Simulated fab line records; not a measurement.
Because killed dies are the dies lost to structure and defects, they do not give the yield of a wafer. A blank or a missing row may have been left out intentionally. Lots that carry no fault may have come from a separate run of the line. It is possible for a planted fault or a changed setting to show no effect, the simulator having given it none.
Which of the tools did it? :: flow berkeleyCmos170 :: Sampling: 7 lots, 21 wafers, 3 of 331 route steps

## WHAT EACH GAUGE READ, for each wafer
UCB170_V2_THK_MEAS_01.
lot: L649
measured: day 8 02:44
on: filmMetro-02
V2_TEOS_THK (nm): 1972 2008 2026

lot: L653
measured: day 8 22:48
on: filmMetro-01
V2_TEOS_THK (nm): 2020 2013 2014

lot: L655
measured: day 9 03:46
on: filmMetro-03
V2_TEOS_THK (nm): 2006 2016 2013

lot: L661
measured: day 10 22:38
on: filmMetro-02
V2_TEOS_THK (nm): 2004 2023 2020

lot: L660
measured: day 11 00:08
on: filmMetro-01
V2_TEOS_THK (nm): 4009 3972 4028

lot: L665
measured: day 11 13:08
on: filmMetro-01
V2_TEOS_THK (nm): 1997 1994 2006

lot: L668
measured: day 12 03:26
on: filmMetro-03
V2_TEOS_THK (nm): 1996 1997 2010

## WHAT TOOL EACH LOT RAN ON (gives the tool, then ch and the chambers of the sampled wafers, and finally the start)
lot: L649
UCB170_SDANNEAL_RTA_00: rtpAnneal-01 ch 0, day 7 07:31
UCB170_V2_CVD_00: pecvd-04 ch 0,2, day 8 02:34

lot: L653
UCB170_SDANNEAL_RTA_00: rtpAnneal-02 ch 0, day 8 06:53
UCB170_V2_CVD_00: pecvd-01 ch 0,1,2, day 8 22:41

lot: L655
UCB170_SDANNEAL_RTA_00: rtpAnneal-02 ch 0, day 8 07:27
UCB170_V2_CVD_00: pecvd-04 ch 0,1,2, day 9 03:36

lot: L661
UCB170_SDANNEAL_RTA_00: rtpAnneal-02 ch 0, day 9 21:26
UCB170_V2_CVD_00: pecvd-03 ch 0,2, day 10 22:27

lot: L660
UCB170_SDANNEAL_RTA_00: rtpAnneal-02 ch 0, day 9 22:11
UCB170_V2_CVD_00: pecvd-04 ch 1,2, day 10 23:38

lot: L665
UCB170_SDANNEAL_RTA_00: rtpAnneal-02 ch 0, day 10 15:56
UCB170_V2_CVD_00: pecvd-04 ch 0,1,2, day 11 12:56

lot: L668
UCB170_SDANNEAL_RTA_00: rtpAnneal-01 ch 0, day 11 09:58
UCB170_V2_CVD_00: pecvd-01 ch 0,1,2, day 12 03:16
- UCB170_SDANNEAL_RTA_00: time 10.32 s.
- UCB170_V2_CVD_00: deposits SiO2 from TEOS/O2, target thk 2000 nm, time 250 s.

## THE ANSWER, worked out from the rows above alone
Rule: usual is defined by the lots themselves. Put in order of their means at a reading, lots are off if they are a third of the lots or fewer, leave a main group of 4 or more, and stand apart from it by a gap of 3 or more times the standard deviation of the main group's means; of several such gaps the widest counts. A main group is skipped when, at the precision printed for the reading in the tables above, its means are all equal. Also off: a lot with no number at a reading for which 4 or more lots have one. All remaining lots with rows at the step are treated as sound.
Off: L660, at UCB170_V2_THK_MEAS_01 (V2_TEOS_THK). The main group has a mean of 2008 nm with a standard deviation of 7.
A tool fits if, at a process step before that reading, it ran every lot that is off, and no sound lot after the first of them. The gauges at UCB170_V2_THK_MEAS_01 are tried like those tools. None of those tried fits.

## WHAT THE SIMULATOR PUT IN
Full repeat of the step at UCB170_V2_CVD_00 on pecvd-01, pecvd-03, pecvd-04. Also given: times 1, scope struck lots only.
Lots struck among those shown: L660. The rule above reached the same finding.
